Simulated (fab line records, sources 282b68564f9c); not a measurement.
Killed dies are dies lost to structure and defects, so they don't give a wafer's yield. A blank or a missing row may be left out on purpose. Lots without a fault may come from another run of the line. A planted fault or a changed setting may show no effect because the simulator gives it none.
Which tool did it? | flow rit_cmos | 14 lots, 42 wafers sampled, at 4 steps of a route of 202

WHAT THE GAUGES READ, wafer by wafer
RIT_ACTIVE_CD_MEAS_11: target cd 1400 nm.
lot  | measured    | on        | cd_nm (nm)
L788 | day 1 20:38 | cd_sem-02 | 1399.9 1399.5 1398.8
L789 | day 2 00:30 | cd_sem-02 | 1404.4 1404.3 1405.0
L791 | day 2 11:08 | cd_sem-01 | 1395.7 1394.0 1395.5
L795 | day 3 08:25 | cd_sem-01 | 1400.9 1402.6 1400.3
L796 | day 3 13:01 | cd_sem-01 | 1399.7 1398.5 1400.8
L797 | day 3 16:41 | cd_sem-02 | 1398.1 1398.5 1400.3
L799 | day 4 04:19 | cd_sem-02 | 1398.6 1397.7 1400.7
L800 | day 4 07:47 | cd_sem-02 | 1403.7 1401.4 1399.4
L801 | day 4 14:08 | cd_sem-02 | 1400.9 1399.1 1399.9
L802 | day 4 18:00 | cd_sem-02 | 1399.6 1399.8 1396.3
L803 | day 4 22:42 | cd_sem-01 | 1396.5 1396.1 1397.2
L804 | day 5 04:35 | cd_sem-02 | 1399.0 1400.7 1401.9
L805 | day 5 09:19 | cd_sem-01 | 1398.7 1400.9 1399.2
L807 | day 5 19:40 | cd_sem-01 | 1400.6 1399.9 1401.7

RIT_PWELL_OVL_MEAS_06.
lot  | measured    | on         | PWELL_OVL (nm)
L788 | day 2 04:20 | overlay-01 | 2.2 1.7 1.5
L789 | day 2 13:03 | overlay-01 | -0.8 1.4 1.9
L791 | day 2 20:01 | overlay-01 | 1.9 2.2 1.6
L795 | day 3 15:43 | overlay-01 | 0.5 0.8 2.6
L796 | day 3 21:10 | overlay-01 | 0.4 1.8 0.5
L797 | day 4 03:33 | overlay-02 | -1.9 -1.1 -1.0
L799 | day 4 11:42 | overlay-02 | -0.7 2.0 2.5
L800 | day 4 20:10 | overlay-02 | -1.5 -0.2 -1.5
L801 | day 4 21:58 | overlay-02 | 1.6 -0.1 0.3
L802 | day 5 03:37 | overlay-01 | 1.0 1.6 0.5
L803 | day 5 08:35 | overlay-01 | 1.5 0.4 1.4
L804 | day 5 11:58 | overlay-01 | 3.2 2.5 3.1
L805 | day 5 17:23 | overlay-02 | 0.4 -1.3 0.5
L807 | day 6 04:07 | overlay-02 | 1.6 1.2 1.9

RIT_GATE_CD_MEAS_16: target cd 150 nm.
lot  | measured    | on        | cd_nm (nm)
L788 | day 2 19:28 | cd_sem-02 | 151.7 148.2 149.7
L789 | day 3 08:43 | cd_sem-01 | 151.7 153.4 153.6
L791 | day 3 11:29 | cd_sem-02 | 153.5 153.6 156.1
L795 | day 4 06:17 | cd_sem-02 | 154.9 155.3 156.7
L796 | day 4 15:08 | cd_sem-02 | 151.7 151.5 152.4
L797 | day 4 19:22 | cd_sem-02 | 151.9 150.1 149.3
L799 | day 5 06:04 | cd_sem-01 | 146.4 146.2 148.6
L800 | day 5 11:37 | cd_sem-02 | 153.9 155.0 156.6
L801 | day 5 14:27 | cd_sem-02 | 146.5 143.0 144.5
L802 | day 5 20:44 | cd_sem-02 | 147.9 147.2 147.6
L803 | day 6 00:54 | cd_sem-02 | 151.4 154.5 148.7
L804 | day 6 02:26 | cd_sem-02 | 152.0 150.4 150.1
L805 | day 6 10:08 | cd_sem-02 | 147.2 145.6 143.9
L807 | day 6 18:21 | cd_sem-01 | 152.3 155.6 156.1

WHICH TOOL RAN EACH LOT (tool, then ch and the chambers of the sampled wafers, then the start)
lot  | RIT_NRETRO_SOFTBAKE_02
L788 | litho_track-03 ch 0, day 2 10:43
L789 | litho_track-04 ch 0, day 2 19:24
L791 | litho_track-02 ch 0, day 3 03:13
L795 | litho_track-04 ch 0, day 3 22:08
L796 | litho_track-03 ch 0, day 4 04:58
L797 | litho_track-03 ch 0, day 4 09:53
L799 | litho_track-02 ch 0, day 4 18:01
L800 | litho_track-04 ch 0, day 5 03:08
L801 | litho_track-03 ch 0, day 5 05:46
L802 | litho_track-03 ch 0, day 5 10:50
L803 | litho_track-04 ch 0, day 5 15:50
L804 | litho_track-03 ch 0, day 5 18:17
L805 | litho_track-04 ch 0, day 5 23:41
L807 | litho_track-04 ch 0, day 6 11:08
- RIT_NRETRO_SOFTBAKE_02: time 60 s.

WHAT THE TOOLS THEMSELVES READ (means of the sampled wafers that have a number; where no wafer has one, the mark that the record gives instead)
RIT_NRETRO_SOFTBAKE_02.
lot  | tool           | heater_power_total_W (W) | plate_temp_C (C)
L788 | litho_track-03 | 34.56                    | 89.86
L789 | litho_track-04 | 34.60                    | 90.02
L791 | litho_track-02 | 34.60                    | 90.01
L795 | litho_track-04 | 34.58                    | 90.10
L796 | litho_track-03 | 34.52                    | 89.96
L797 | litho_track-03 | 34.53                    | 89.97
L799 | litho_track-02 | 34.58                    | 90.16
L800 | litho_track-04 | 34.54                    | 90.05
L801 | litho_track-03 | 34.56                    | 89.81
L802 | litho_track-03 | 34.60                    | 89.90
L803 | litho_track-04 | 34.53                    | 89.99
L804 | litho_track-03 | 34.59                    | 90.05
L805 | litho_track-04 | 32.40                    | 86.01
L807 | litho_track-04 | 32.42                    | 86.06

THE ANSWER, worked out from the rows above alone
Rule: what is usual is taken from the lots themselves. Put in order of their means at a reading, lots are off if they are a third of the lots or fewer, leave a main group of 4 or more, and stand apart from it by a gap of 3 or more times the standard deviation of the main group's means; of several such gaps the widest counts. A main group whose means are all the same, to the digits that the tables above print for the reading, isn't used. A lot without any number at a reading at which 4 lots or more have one is off too. The other lots that the step has rows for count as sound. The gauges are gone through in route order, then the tools' own readings, and for those a lot's mean is taken as printed above. The first step at which some lot is off is used, and at that step the reading that is off furthest; a lot without a number counts as furthest.
Off: L805, L807, at RIT_NRETRO_SOFTBAKE_02 (heater_power_total_W). The main group: mean 34.57 W, standard deviation 0.029.
A tool fits if, at that step or a process step before it, it ran every lot that is off, and no sound lot after the first of them. One fits: litho_track-04 at RIT_NRETRO_SOFTBAKE_02. Its last sound lot is L803 (day 5 15:50), its first lot that is off L805 (day 5 23:41): a fault that began between those two fits.
The tool's own readings at RIT_NRETRO_SOFTBAKE_02 bear it out: on the lots that are off they differ by more than 5 times the standard deviation of the sound lots' means. heater_power_total_W reads 32.41 W there against 34.57 W on the sound lots; plate_temp_C reads 86.03 C there against 89.99 C on the sound lots.

WHAT THE SIMULATOR HAD PUT IN
Process parameter drift: litho_track-04, from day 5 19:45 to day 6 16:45, at RIT_NRETRO_SOFTBAKE_02. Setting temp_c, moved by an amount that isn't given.
Lots struck among those shown: L805, L807. The rule above found the same.
